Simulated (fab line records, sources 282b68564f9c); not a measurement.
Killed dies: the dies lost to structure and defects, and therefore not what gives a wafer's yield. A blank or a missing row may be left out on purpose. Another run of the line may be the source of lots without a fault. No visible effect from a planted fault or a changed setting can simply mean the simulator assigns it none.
Check of tool commonality + flow rit-cmos + Sampled: 14 lots, 42 wafers

REASON IT WAS OPENED
Flagged at RIT_M1_CD_MEAS_09: reading cd-nm, on 2 of 14 lots. No-fault wafers: 2600.5 nm, standard deviation 1.9.
Rule: flag the lot when none of its wafers has a number, or when each of its wafers that has one lies beyond 4 standard deviations from that mean. The other lots count as sound.

| lot  | measured    | on        | cd-nm (nm), wafer by wafer | flag    |
|------|-------------|-----------|----------------------------|---------|
| L111 | day 3 09:14 | cd-sem-02 | 2598.9 2600.3 2601.1       |         |
| L113 | day 3 22:40 | cd-sem-02 | 2600.5 2601.6 2599.3       |         |
| L114 | day 4 05:16 | cd-sem-02 | 2603.1 2601.4 2603.3       |         |
| L116 | day 4 14:44 | cd-sem-02 | 2598.3 2601.1 2598.0       |         |
| L117 | day 4 18:03 | cd-sem-02 | 2598.8 2599.1 2597.9       |         |
| L118 | day 4 23:07 | cd-sem-02 | 2604.2 2603.6 2603.1       |         |
| L120 | day 5 09:18 | cd-sem-01 | 2601.9 2599.5 2601.9       |         |
| L122 | day 5 20:40 | cd-sem-02 | 2627.1 2626.3 2626.4       | FLAGGED |
| L123 | day 5 22:55 | cd-sem-01 | 2601.9 2600.2 2599.0       |         |
| L124 | day 6 02:01 | cd-sem-01 | 2621.9 2621.8 2622.7       | FLAGGED |
| L128 | day 7 00:26 | cd-sem-02 | 2599.8 2602.4 2601.7       |         |
| L130 | day 7 10:49 | cd-sem-01 | 2600.5 2603.1 2601.5       |         |
| L131 | day 7 13:10 | cd-sem-02 | 2602.0 2602.0 2603.5       |         |
| L133 | day 8 01:04 | cd-sem-01 | 2603.0 2600.7 2602.0       |         |
On average the flagged lots' numbers are 2624.4 nm, which is +23.9 nm against the usual, or +13 standard deviations.

EACH LOT AND THE TOOL IT RAN ON
The record holds 1 process step before the reading, out of a route of 202 steps. Each cell gives the tool, then ch followed by the chambers the sampled wafers passed through, then the start.
| lot  | flag    | RIT_M1_EXPOSE_06                   |
|------|---------|------------------------------------|
| L111 |         | iline-stepper-01 ch 0, day 3 08:49 |
| L113 |         | iline-stepper-01 ch 0, day 3 22:14 |
| L114 |         | iline-stepper-01 ch 0, day 4 04:50 |
| L116 |         | iline-stepper-02 ch 0, day 4 14:18 |
| L117 |         | iline-stepper-02 ch 0, day 4 17:37 |
| L118 |         | iline-stepper-02 ch 0, day 4 22:41 |
| L120 |         | iline-stepper-02 ch 0, day 5 08:52 |
| L122 | FLAGGED | iline-stepper-01 ch 0, day 5 20:14 |
| L123 |         | iline-stepper-02 ch 0, day 5 22:29 |
| L124 | FLAGGED | iline-stepper-01 ch 0, day 6 01:35 |
| L128 |         | iline-stepper-02 ch 0, day 7 00:01 |
| L130 |         | iline-stepper-02 ch 0, day 7 10:23 |
| L131 |         | iline-stepper-02 ch 0, day 7 12:44 |
| L133 |         | iline-stepper-02 ch 0, day 8 00:29 |
What is done by these steps:
- RIT_M1_EXPOSE_06: exposes mask M12, target cd 2600 nm.
- RIT_M1_CD_MEAS_09: target cd 2600 nm.

FLAGGED OVER TOTAL, TOOL BY TOOL (the gauges that took the reading come last)
| step              | tool             | lots run | flagged | share of the flagged lots | sound lots run after its first flagged lot |
|-------------------|------------------|----------|---------|---------------------------|--------------------------------------------|
| RIT_M1_EXPOSE_06  | iline-stepper-01 | 5        | 2       | all                       | 0                                          |
| RIT_M1_EXPOSE_06  | iline-stepper-02 | 9        | 0       | none                      | -                                          |
| RIT_M1_CD_MEAS_09 | cd-sem-01        | 5        | 1       | some                      | 2 (L130,L133)                              |
| RIT_M1_CD_MEAS_09 | cd-sem-02        | 9        | 1       | some                      | 2 (L128,L131)                              |

WHAT THE TABLE PERMITS
1 row of the table ran every flagged lot: iline-stepper-01 at RIT_M1_EXPOSE_06.
- iline-stepper-01 at RIT_M1_EXPOSE_06: 2 of its 5 lots flagged. Last sound lot L114 at day 4 04:50, first flagged lot L122 at day 5 20:14; a fault beginning in between fits. Its own readings lie more than 4 standard deviations out on every wafer of the flagged lots: exposure-dose-mJ-cm2.
Left over: one tool, iline-stepper-01 at RIT_M1_EXPOSE_06.

WHAT HAD BEEN PUT IN BY THE SIMULATOR
Drift in process parameters on iline-stepper-01 at RIT_M1_EXPOSE_06, starting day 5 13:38. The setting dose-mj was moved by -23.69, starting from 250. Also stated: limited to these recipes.
Shown lots that were struck: L122, L124. The rule given above showed the same thing.
